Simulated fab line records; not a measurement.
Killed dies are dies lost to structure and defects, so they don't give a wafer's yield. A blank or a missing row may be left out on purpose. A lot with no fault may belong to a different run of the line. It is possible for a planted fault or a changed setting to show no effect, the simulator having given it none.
A single fault, viewed from 2 desks -- flow rit_cmos -- every desk sees just its own numbers, and what lay behind them comes last

## METROLOGY DESK
What the gauges read for every lot (on any tool): the sampled wafers with a number, averaged. The brackets show how far a lot's mean lies from the usual mean; more than 4 standard deviations puts the lot out of limits, marked OUT.
Columns: A = M1_AL_RS at RIT_M1_RS_MEAS_01, usual 0.0734 ohm/sq; B = M1_AL_THK at RIT_M1_THK_MEAS_02, usual 399 nm
lot,first seen here,A,B
L734,day 3 10:08,0.0741,394
L735,day 3 15:44,0.0732,400
L736,day 3 20:42,0.0735,400
L738,day 4 09:59,0.0743,395
L740,day 4 16:44,0.0728,402
L741,day 5 00:27,0.0739,397
L742,day 5 03:31,0.0729,403
L743,day 5 07:11,0.0729,403
L744,day 5 13:23,0.0740,396
L745,day 5 17:16,0.0740,396
L747,day 6 05:12,0.0739,397
L750,day 6 20:40,0.0742,395
L753,day 7 10:07,0.0688 (-5.9) OUT,425 (+5.8) OUT
This desk reports L753 out of limits; the earliest was L753 at day 7 10:07 (M1_AL_RS at RIT_M1_RS_MEAS_01). In limits: L734, L735, L736, L738, L740, L741, L742, L743, L744, L745, L747, L750.

## DESK OF THE TOOL OWNER: pvd_sputter-01
The tool's own readings at RIT_M1_SPUTTER_00 (material Al, target thk 400 nm, time 500 s): means of the sampled wafers that have a number, for each lot that ran on this tool. The brackets show how far a lot's mean lies from the usual mean; more than 4 standard deviations puts the lot out of limits, marked OUT.
Columns: A = throttle_valve_pct at RIT_M1_SPUTTER_00, usual 30.5 %
lot,first seen here,A
L734,day 3 09:48,31.7
L736,day 3 20:25,31.4
L738,day 4 09:40,30.2
L741,day 5 00:08,31.6
L743,day 5 06:53,31.6
L745,day 5 16:58,32.0
L747,day 6 04:53,31.1
L753,day 7 09:47,31.7
This desk's verdict: no lot among the 8 shows anything out of limits.

## BROUGHT TOGETHER
An alarm was possible from the metrology desk at day 7 10:07, on L753.
The desk of the tool owner found nothing out of limits.
On record at the tool owner's desk: L753, within its limits.
RIT_M1_SPUTTER_00 was run on pvd_sputter-01 by each of the lots named.

## WHAT WAS PUT IN BY THE SIMULATOR
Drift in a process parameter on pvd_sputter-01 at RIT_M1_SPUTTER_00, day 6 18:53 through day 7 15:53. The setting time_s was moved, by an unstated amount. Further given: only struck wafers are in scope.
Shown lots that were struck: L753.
Delay in hours, fault start to first out-of-limits reading, per desk: metrology desk 15.
